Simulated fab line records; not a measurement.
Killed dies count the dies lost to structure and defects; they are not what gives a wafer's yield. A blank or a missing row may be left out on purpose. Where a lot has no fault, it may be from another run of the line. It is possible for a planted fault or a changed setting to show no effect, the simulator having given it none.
Which of the tools did it? | flow berkeley-cmos170 | 8 lots with 24 wafers sampled at 2 steps, on a route of 331 steps

## WHAT THE GAUGES SHOWED, per wafer
UCB170_CONTACT_THK_MEAS_02.
lot  | measured     | on            | CONTACT_PSG_THK (nm)
L755 | day 8 03:50  | film-metro-01 | 709 708 704
L757 | day 9 04:00  | film-metro-04 | 697 699 695
L760 | day 9 14:52  | film-metro-01 | 308 305 304 308 305 304
L759 | day 9 16:39  | film-metro-04 | 308 314 314 308 314 314
L762 | day 10 04:14 | film-metro-01 | 305 312 303 305 312 303
L769 | day 11 16:16 | film-metro-03 | 710 706 711
L773 | day 12 09:28 | film-metro-04 | 706 702 706
L775 | day 13 00:25 | film-metro-01 | 703 705 705

## WHICH TOOL RAN EACH LOT (tool, then ch and the chambers of the sampled wafers, then the start)
lot  | UCB170_CONTACT_CVD_01
L755 | lpcvd-02 ch 1, day 8 02:03
L757 | lpcvd-02 ch 0, day 9 02:13
L760 | lpcvd-01 ch 1, day 9 13:04
L759 | lpcvd-01 ch 1, day 9 14:51
L762 | lpcvd-01 ch 1, day 10 02:26
L769 | lpcvd-02 ch 0, day 11 14:28
L773 | lpcvd-02 ch 0, day 12 07:41
L775 | lpcvd-02 ch 1, day 12 22:36
- UCB170_CONTACT_CVD_01: deposits PSG from SiH4/O2/PH3, target thk 700 nm, time 2820 s.

## THE ANSWER, worked out from the rows above alone
Rule: what is usual is taken from the lots themselves. Put in order of their means at a reading, lots are off if they are a third of the lots or fewer, leave a main group of 4 or more, and stand apart from it by a gap of 3 or more times the standard deviation of the main group's means; of several such gaps the widest counts. The tables above print the reading to a certain number of digits; a main group whose means all agree to those digits is not used. Also off: a lot with no number at a reading for which 4 or more lots have one. The other lots that the step has rows for count as sound.
Across all readings shown, no lot is off: no conclusion can be drawn from this.

## WHAT THE SIMULATOR HAD INSERTED
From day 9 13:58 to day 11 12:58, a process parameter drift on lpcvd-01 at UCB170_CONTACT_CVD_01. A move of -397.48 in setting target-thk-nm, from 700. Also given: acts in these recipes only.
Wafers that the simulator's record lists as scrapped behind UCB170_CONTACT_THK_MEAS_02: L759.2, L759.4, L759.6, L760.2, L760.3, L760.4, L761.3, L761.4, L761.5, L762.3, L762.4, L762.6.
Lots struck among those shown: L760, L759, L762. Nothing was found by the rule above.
